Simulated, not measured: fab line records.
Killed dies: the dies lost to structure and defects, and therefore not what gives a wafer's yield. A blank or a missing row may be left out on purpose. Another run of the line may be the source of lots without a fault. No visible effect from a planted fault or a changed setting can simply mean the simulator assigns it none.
Lot-split experiment :: flow rit_cmos :: 23 wafers read from 5 lots, route of 202 steps

== THE SPLIT ITSELF ==
At RIT_PSD_COAT_01 (resist thk 1000 nm), the setting spin_rpm was moved away from the recipe's 3250 rpm on 9 of the 23 wafers read, by -6.0% to +7.4%. This setting was run at the recipe's value on the other wafers.

Split to reading: the file shows no intervening step.

== THE READING ==
NOVOLAK_of_PSD_COAT_01.thk_nm (the simulator's own value, which no gauge read), in nm, at RIT_PSD_HARDBAKE_07 (time 60 s). The file gives no usual value for it. Average 882.7 nm, standard deviation 1.9 nm, over the 14 wafers here run with the recipe.

wafer: L075.1
tool, chamber at the split: litho_track-04, 0
spin_rpm as run, rpm: 3250
against the recipe: recipe
NOVOLAK_of_PSD_COAT_01.thk_nm, nm: 881.9
against lot-mates on the recipe: -

wafer: L075.3
tool, chamber at the split: litho_track-04, 0
spin_rpm as run, rpm: 3056
against the recipe: -6.0%
NOVOLAK_of_PSD_COAT_01.thk_nm, nm: 911.4
against lot-mates on the recipe: +28.8

wafer: L075.4
tool, chamber at the split: litho_track-04, 0
spin_rpm as run, rpm: 3250
against the recipe: recipe
NOVOLAK_of_PSD_COAT_01.thk_nm, nm: 881.4
against lot-mates on the recipe: -

wafer: L075.5
tool, chamber at the split: litho_track-04, 0
spin_rpm as run, rpm: 3250
against the recipe: recipe
NOVOLAK_of_PSD_COAT_01.thk_nm, nm: 884.4
against lot-mates on the recipe: -

wafer: L075.6
tool, chamber at the split: litho_track-04, 0
spin_rpm as run, rpm: 3056
against the recipe: -6.0%
NOVOLAK_of_PSD_COAT_01.thk_nm, nm: 909.4
against lot-mates on the recipe: +26.8

wafer: L079.2
tool, chamber at the split: litho_track-01, 0
spin_rpm as run, rpm: 3250
against the recipe: recipe
NOVOLAK_of_PSD_COAT_01.thk_nm, nm: 879.4
against lot-mates on the recipe: -

wafer: L079.3
tool, chamber at the split: litho_track-01, 0
spin_rpm as run, rpm: 3329
against the recipe: +2.4%
NOVOLAK_of_PSD_COAT_01.thk_nm, nm: 869.1
against lot-mates on the recipe: -12.6

wafer: L079.4
tool, chamber at the split: litho_track-01, 0
spin_rpm as run, rpm: 3329
against the recipe: +2.4%
NOVOLAK_of_PSD_COAT_01.thk_nm, nm: 870.8
against lot-mates on the recipe: -10.9

wafer: L079.5
tool, chamber at the split: litho_track-01, 0
spin_rpm as run, rpm: 3250
against the recipe: recipe
NOVOLAK_of_PSD_COAT_01.thk_nm, nm: 883.4
against lot-mates on the recipe: -

wafer: L079.6
tool, chamber at the split: litho_track-01, 0
spin_rpm as run, rpm: 3250
against the recipe: recipe
NOVOLAK_of_PSD_COAT_01.thk_nm, nm: 882.3
against lot-mates on the recipe: -

wafer: L080.1
tool, chamber at the split: litho_track-01, 0
spin_rpm as run, rpm: 3250
against the recipe: recipe
NOVOLAK_of_PSD_COAT_01.thk_nm, nm: 884.1
against lot-mates on the recipe: -

wafer: L080.2
tool, chamber at the split: litho_track-01, 0
spin_rpm as run, rpm: 3428
against the recipe: +5.5%
NOVOLAK_of_PSD_COAT_01.thk_nm, nm: 862.1
against lot-mates on the recipe: -21.9

wafer: L080.3
tool, chamber at the split: litho_track-01, 0
spin_rpm as run, rpm: 3250
against the recipe: recipe
NOVOLAK_of_PSD_COAT_01.thk_nm, nm: 884.7
against lot-mates on the recipe: -

wafer: L080.5
tool, chamber at the split: litho_track-01, 0
spin_rpm as run, rpm: 3250
against the recipe: recipe
NOVOLAK_of_PSD_COAT_01.thk_nm, nm: 883.3
against lot-mates on the recipe: -

wafer: L080.6
tool, chamber at the split: litho_track-01, 0
spin_rpm as run, rpm: 3428
against the recipe: +5.5%
NOVOLAK_of_PSD_COAT_01.thk_nm, nm: 860.6
against lot-mates on the recipe: -23.4

wafer: L082.1
tool, chamber at the split: litho_track-01, 0
spin_rpm as run, rpm: 3489
against the recipe: +7.4%
NOVOLAK_of_PSD_COAT_01.thk_nm, nm: 851.1
against lot-mates on the recipe: -29.6

wafer: L082.2
tool, chamber at the split: litho_track-01, 0
spin_rpm as run, rpm: 3489
against the recipe: +7.4%
NOVOLAK_of_PSD_COAT_01.thk_nm, nm: 849.7
against lot-mates on the recipe: -31.0

wafer: L082.4
tool, chamber at the split: litho_track-01, 0
spin_rpm as run, rpm: 3250
against the recipe: recipe
NOVOLAK_of_PSD_COAT_01.thk_nm, nm: 878.1
against lot-mates on the recipe: -

wafer: L082.5
tool, chamber at the split: litho_track-01, 0
spin_rpm as run, rpm: 3489
against the recipe: +7.4%
NOVOLAK_of_PSD_COAT_01.thk_nm, nm: 855.3
against lot-mates on the recipe: -25.5

wafer: L082.6
tool, chamber at the split: litho_track-01, 0
spin_rpm as run, rpm: 3250
against the recipe: recipe
NOVOLAK_of_PSD_COAT_01.thk_nm, nm: 883.4
against lot-mates on the recipe: -

wafer: L084.2
tool, chamber at the split: litho_track-01, 0
spin_rpm as run, rpm: 3250
against the recipe: recipe
NOVOLAK_of_PSD_COAT_01.thk_nm, nm: 885
against lot-mates on the recipe: -

wafer: L084.4
tool, chamber at the split: litho_track-01, 0
spin_rpm as run, rpm: 3250
against the recipe: recipe
NOVOLAK_of_PSD_COAT_01.thk_nm, nm: 883.5
against lot-mates on the recipe: -

wafer: L084.6
tool, chamber at the split: litho_track-01, 0
spin_rpm as run, rpm: 3250
against the recipe: recipe
NOVOLAK_of_PSD_COAT_01.thk_nm, nm: 883.5
against lot-mates on the recipe: -

FIT RESULTS
A straight line over all 23 wafers: NOVOLAK_of_PSD_COAT_01.thk_nm changes by -4.29 nm for each +1% of spin_rpm; r = -0.99; the points scatter about the line by 2.2 nm.
The same after taking each lot's own level away (the mean of its wafers on the recipe; 23 wafers): -4.2 nm for each +1%; r = -0.99; scatter 2 nm.
Per that fit: largest spin_rpm move, reading shift of 31 nm.
Across the lots, their own levels run from 880.75 to 884.03 nm, a range of 1.7 times the standard deviation given above.
So the lot-to-lot level changes the slope little: the two slopes agree.
Check: for one of the wafers moved furthest among these (+7.4%), held out of the fit, the line's prediction against its lot-mates is -30.7 nm. It came out at -29.6 nm against them.

== OTHER SPLITS APPLIED TO THESE WAFERS ==
Other splits were also applied to these wafers ahead of the reading. Each is held against what the fit with the lots' levels taken away leaves over:
other split on the same wafers: RIT_FOX2_OXIDATION_00 temp_c
wafers away from the commonest value: 18
r with NOVOLAK_of_PSD_COAT_01.thk_nm (lot level and that fit taken away): +0.30

other split on the same wafers: RIT_NWELL_SOFTBAKE_02 temp_c
wafers away from the commonest value: 7
r with NOVOLAK_of_PSD_COAT_01.thk_nm (lot level and that fit taken away): -0.15

other split on the same wafers: RIT_NWELL_IMPLANT_08 dose_cm2
wafers away from the commonest value: 9
r with NOVOLAK_of_PSD_COAT_01.thk_nm (lot level and that fit taken away): -0.02

other split on the same wafers: RIT_PWELL_SOFTBAKE_02 temp_c
wafers away from the commonest value: 5
r with NOVOLAK_of_PSD_COAT_01.thk_nm (lot level and that fit taken away): +0.38

other split on the same wafers: RIT_NRETRO_IMPLANT_08 dose_cm2
wafers away from the commonest value: 10
r with NOVOLAK_of_PSD_COAT_01.thk_nm (lot level and that fit taken away): +0.15

other split on the same wafers: RIT_PRETRO_IMPLANT_08 dose_cm2
wafers away from the commonest value: 7
r with NOVOLAK_of_PSD_COAT_01.thk_nm (lot level and that fit taken away): +0.03

other split on the same wafers: RIT_GATE_CLEAN_02 time_s
wafers away from the commonest value: 10
r with NOVOLAK_of_PSD_COAT_01.thk_nm (lot level and that fit taken away): -0.15

other split on the same wafers: RIT_GATE_OXIDATION_05 temp_c
wafers away from the commonest value: 10
r with NOVOLAK_of_PSD_COAT_01.thk_nm (lot level and that fit taken away): +0.35

other split on the same wafers: RIT_SPACER_CVD_03 nh3_flow_sccm
wafers away from the commonest value: 10
r with NOVOLAK_of_PSD_COAT_01.thk_nm (lot level and that fit taken away): +0.17

other split on the same wafers: RIT_NSD_IMPLANT_08 dose_cm2
wafers away from the commonest value: 11
r with NOVOLAK_of_PSD_COAT_01.thk_nm (lot level and that fit taken away): -0.28

== THE WHOLE CHAIN: every reading that the file lists as answering this split, in the file's order ==
step: RIT_PSD_COAT_01
what it does: resist thk 1000 nm
reading: NOVOLAK_of_PSD_COAT_01.thk_nm (the simulator's own value, which no gauge read)
change (the file's fit): -4.81 nm for each +1% of the setting
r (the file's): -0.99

step: RIT_PSD_HARDBAKE_07
what it does: time 60 s
reading: NOVOLAK_of_PSD_COAT_01.thk_nm (the simulator's own value, which no gauge read)
change (the file's fit): -4.22 nm for each +1% of the setting
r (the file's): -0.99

== THE FILE'S OWN FIT ==
NOVOLAK_of_PSD_COAT_01.thk_nm changes by -4.22 nm for each +1% of spin_rpm, r = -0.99.
